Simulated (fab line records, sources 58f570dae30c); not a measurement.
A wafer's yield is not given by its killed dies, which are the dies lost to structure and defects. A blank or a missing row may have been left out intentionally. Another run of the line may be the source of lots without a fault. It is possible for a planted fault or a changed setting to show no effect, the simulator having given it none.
Which tool is to blame? / flow berkeley cmos170 / 7 lots with 19 wafers sampled at 2 steps, on a route of 331 steps

WHAT THE GAUGES SHOWED, per wafer
UCB170_V1_CD_MEAS_12: target cd 700 nm.
lot=L811; measured=day 7 11:49; on=cd sem-02; cd nm (nm)=703.1 701.8 700.8
lot=L815; measured=day 8 05:23; on=cd sem-01; cd nm (nm)=699.4 700.9 700.1
lot=L820; measured=day 9 09:04; on=cd sem-01; cd nm (nm)=703.1 701.0 701.4
lot=L822; measured=day 10 00:13; on=cd sem-01; cd nm (nm)=700.7 699.4 701.7
lot=L824; measured=day 10 10:31; on=cd sem-01; cd nm (nm)=699.5 701.4 700.1
lot=L826; measured=day 11 02:54; on=cd sem-01; cd nm (nm)=702.9 702.4
lot=L828; measured=day 11 03:27; on=cd sem-02; cd nm (nm)=697.8 699.8

TOOL THAT RAN EACH LOT (tool first, then ch and the chambers of the sampled wafers, then the start)
lot=L811; UCB170_FIELD_WET_ETCH_04=wet bench-01 ch 0, day 4 17:49
lot=L815; UCB170_FIELD_WET_ETCH_04=wet bench-02 ch 2, day 5 07:35
lot=L820; UCB170_FIELD_WET_ETCH_04=wet bench-01 ch 3, day 6 20:16
lot=L822; UCB170_FIELD_WET_ETCH_04=wet bench-01 ch 0, day 7 08:50
lot=L824; UCB170_FIELD_WET_ETCH_04=wet bench-02 ch 2, day 7 18:19
lot=L826; UCB170_FIELD_WET_ETCH_04=wet bench-01 ch 3, day 8 03:58
lot=L828; UCB170_FIELD_WET_ETCH_04=wet bench-01 ch 0, day 8 17:56
- UCB170_FIELD_WET_ETCH_04: etches SiO2 in dHF, time 60 s.

THE ANSWER, worked out from the rows above alone
Rule: the usual values come from the lots themselves. Put in order of their means at a reading, lots are off if they are a third of the lots or fewer, leave a main group of 4 or more, and stand apart from it by a gap of 3 or more times the standard deviation of the main group's means; of several such gaps the widest counts. A main group whose means are all the same, to the digits that the tables above print for the reading, isn't used. Also off: a lot with no number at a reading for which 4 or more lots have one. Any other lot the step has rows for is counted as sound.
None of the lots is off at any reading shown; this tells nothing.

WHAT HAD BEEN PUT IN BY THE SIMULATOR
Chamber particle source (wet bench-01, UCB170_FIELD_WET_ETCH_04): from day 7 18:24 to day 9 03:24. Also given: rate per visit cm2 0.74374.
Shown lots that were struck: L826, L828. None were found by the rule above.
